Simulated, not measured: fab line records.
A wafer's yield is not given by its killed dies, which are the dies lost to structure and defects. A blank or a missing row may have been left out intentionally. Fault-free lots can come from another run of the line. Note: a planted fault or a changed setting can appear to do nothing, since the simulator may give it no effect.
8D (eight disciplines) problem report, filled in by code	flow berkeley cmos170	the parts of the form that need people (team, actions taken, sign-off) are left out

== 1. THE ISSUE ==
Wafers free of any fault read 1235 (standard deviation 13) for NWELL_TW at UCB170_NWELL_TW_MEAS_16, against a mean of 1109 on 6 wafers of 2 lots. Measured from the usual mean, that is -9.7 standard deviations.
Seen first at day 4 12:14 on film metro-01, wafer L748.2. The record has a number at this step for 42 wafers belonging to 14 lots. Rule for "out", or "out of limits": more than 4 standard deviations from the usual mean. All remaining wafers that have a number are taken as sound.

== 2. WHAT IT IS; WHAT IT IS NOT ==
question	is	is not
which readings at this step	NWELL_TW	-
which lots	L748, L750	L739, L740, L741, L742, L743, L745, L746, L747, L749, L754, L760, L762
which wafers of those lots	all that have a number	-
read on which gauges	film metro-01	film metro-02, film metro-04
when	from day 4 12:14	up to then (24 sound wafers); but 12 sound wafers of L749, L754, L760, L762 came after

== 3. THE SUSPECTS, EACH WITH WHAT RULES IT OUT ==
Counting: any tool at a process step up to the reading is kept as a suspect provided that every lot that is out went through it and no sound lot did after the first of them.
- the gauge at UCB170_NWELL_TW_MEAS_16 is ruled out. All the wafers that are out were read on film metro-01, but those of them that UCB170_NWELL_IMPLANT_14 has rows for are out there too, on other tools.
- implanter-03 at UCB170_NWELL_IMPLANT_14: kept. It processed each lot that is out, first L748 at day 4 12:00, and no sound lot thereafter; up to then, the last sound lot it processed was L747 at day 4 02:41. Its own readings are out on those wafers: beam energy keV.
The count leaves implanter-03 at UCB170_NWELL_IMPLANT_14.

== 4. THE CAUSE (what the simulator had put in) ==
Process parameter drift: implanter-03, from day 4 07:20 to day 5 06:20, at UCB170_NWELL_IMPLANT_14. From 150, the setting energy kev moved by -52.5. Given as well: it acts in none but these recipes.
After counting, this tool was the only one left.

== 5. THE CHAIN OF EFFECTS, in route order ==
One row per reading whose mean, taken over the struck wafers that have a number, lies over 3 standard deviations from the usual. Readings are gone through only where the record gives a usual standard deviation; hours: the median, over the lots, of the time from a lot's start at the first step in this table giving one to that lot's start at this step; sigmas: the change measured in usual standard deviations.
hours	step	reading	usual	on struck wafers	change	sigmas
0	UCB170_NWELL_IMPLANT_14	beam energy keV	150.00	97.51	-52.49	-99 or more
0	UCB170_NWELL_TW_MEAS_16	NWELL_TW	1235	1109	-126	-9.7
Here are the process steps it includes:
- UCB170_NWELL_IMPLANT_14

== 6. WHAT WOULD HAVE CAUGHT IT SOONER ==
Counted from the fault's start at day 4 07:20, it took 5 hours until the first out-of-limits reading at a measuring or inspecting step in this record, taken at day 4 12:14.
Tool's own readings at UCB170_NWELL_IMPLANT_14, beam energy keV: out on all struck wafers the step has rows for; an alarm limit on them would have tripped on the first.
Of the lots that are out (2), L750 began UCB170_NWELL_IMPLANT_14 on implanter-03 after day 4 12:14. A hold on the tool at that time would have spared it.
